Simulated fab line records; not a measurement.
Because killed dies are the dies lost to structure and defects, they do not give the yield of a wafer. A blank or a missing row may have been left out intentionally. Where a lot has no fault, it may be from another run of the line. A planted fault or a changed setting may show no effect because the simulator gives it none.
A struck lot beside a sound one	flow berkeley cmos170	23 out of 331 route steps
Sound: wafers L288.1, L288.4, L288.5. Wafers struck: L292.1, L292.3, L292.4. The cause is given at the end.
At each step with rows: each side's tool, then ch and its chambers, then its first start. Under that, the readings that differ: sound wafers	struck wafers	difference of the means	sigmas: that difference in standard deviations of wafers without a fault.
alike: same words and numbers on both sides, and readings whose means sit less than 2 such deviations apart. not compared: any withheld reading, any reading some wafer has no value for, any bound like >300 that may hide the same value, and any number with overlapping values for which the record gives no deviation.
A row with sigmas, a row that says differs or no value, or rows on one side alone: a step with any of these is where the two part. Non-overlapping numbers with no deviation appear without sigmas and do not part them. Lack of a reading on every wafer of one side parts them only where that side has two or more wafers.

first, 6 steps without rows for these wafers: UCB170_ZERO_HMDS_00 (prime time 60 s); UCB170_ZERO_COAT_01 (resist thk 900 nm); UCB170_ZERO_SOFTBAKE_02 (time 60 s); UCB170_ZERO_EXPOSE_03 (exposes mask PM MARKS, target cd 4000 nm); UCB170_ZERO_PEB_04; UCB170_ZERO_DEVELOP_05 (develop time 45 s).
UCB170_ZERO_ETCH_06: etches SiO2 in CHF3/CF4/Ar, time 12 s.
  sound on rie diel-04 ch 0,1, day 4 03:10; struck on rie diel-04 ch 0,1,2, day 4 20:29
  alike: drypump motor current A, oes product au, throttle valve pct
  not compared: rf hours counter h
UCB170_ZERO_STRIP_07: strips in O2.
  sound on plasma asher-02 ch 0, day 4 03:12; struck on plasma asher-04 ch 0,1, day 4 20:31
  alike: drypump motor current A, oes product au, strip time to endpoint s
  not compared: rf hours counter h
then, 2 steps without rows for these wafers: UCB170_NWELL_WET_ETCH_00 (etches SiO2 in dHF, time 200 s); UCB170_NWELL_OXIDATION_01 (target thk 26.4 nm, ox time 1260 s).
UCB170_NWELL_THK_MEAS_02:
  sound on film metro-01 at day 4 08:21; struck on film metro-03 at day 5 00:50
  alike: NWELL_OXIDE_THK
then, 1 step without rows for these wafers: UCB170_NWELL_ANNEAL_03 (time 900 s).
UCB170_NWELL_CVD_04: deposits Si3N4 from SiH2Cl2/NH3, target thk 224 nm, time 3360 s.
  sound on lpcvd-01 ch 1, day 4 12:52; struck on lpcvd-01 ch 0, day 5 03:28
reading	sound	struck	difference	sigmas
spike tc source C (C)	825.5 827.4 826.1	821.7 820.5 822.1	-4.9	-2
model.Si3N4_of_NWELL_CVD_04.thk nm (nm)	223.5 225.3 226.6	295.3 295 295.2	+70.0	
  alike: spike tc load C, susceptor temp C
UCB170_NWELL_THK_MEAS_05:
  sound on film metro-03 at day 4 14:48; struck on film metro-01 at day 5 06:22
reading	sound	struck	difference	sigmas
NWELL_NITRIDE_THK (nm)	223.6 225.4 226.6	295.3 295.1 295.4	+70.1	+27
then, 6 steps without rows for these wafers: UCB170_NWELL_HMDS_06 (prime time 60 s); UCB170_NWELL_COAT_07 (resist thk 900 nm); UCB170_NWELL_SOFTBAKE_08 (time 60 s); UCB170_NWELL_EXPOSE_09 (exposes mask NWELL, target cd 3000 nm); UCB170_NWELL_PEB_10; UCB170_NWELL_DEVELOP_11 (develop time 45 s).
UCB170_NWELL_OVL_MEAS_12:
  sound on overlay-02 at day 4 16:06; struck on overlay-02 at day 5 07:30
  alike: NWELL_OVL
UCB170_NWELL_ETCH_13: etches Si3N4 in CH3F/Ar/O2, stops on SiO2, target depth 246.4 nm, time 154 s.
  sound on rie diel-03 ch 1,2, day 4 16:08; struck on rie diel-03 ch 1,2,3, day 5 07:32
reading	sound	struck	difference	sigmas
oes product au (a.u.)	0.929 0.950 0.935	1.000 0.978 1.043	+0.069	+4
model.etch.depth nm (nm)	223.5 225.3 226.6	245.8 243.9 245.9	+20.1	
  alike: drypump motor current A, throttle valve pct
  not compared: rf hours counter h
following that, these wafers have no rows for 1 step: UCB170_NWELL_IMPLANT_14.

WHERE THEY PART
At UCB170_NWELL_CVD_04 first; at UCB170_NWELL_ETCH_13 last (within this record only).

WHY: whatever the simulator had introduced
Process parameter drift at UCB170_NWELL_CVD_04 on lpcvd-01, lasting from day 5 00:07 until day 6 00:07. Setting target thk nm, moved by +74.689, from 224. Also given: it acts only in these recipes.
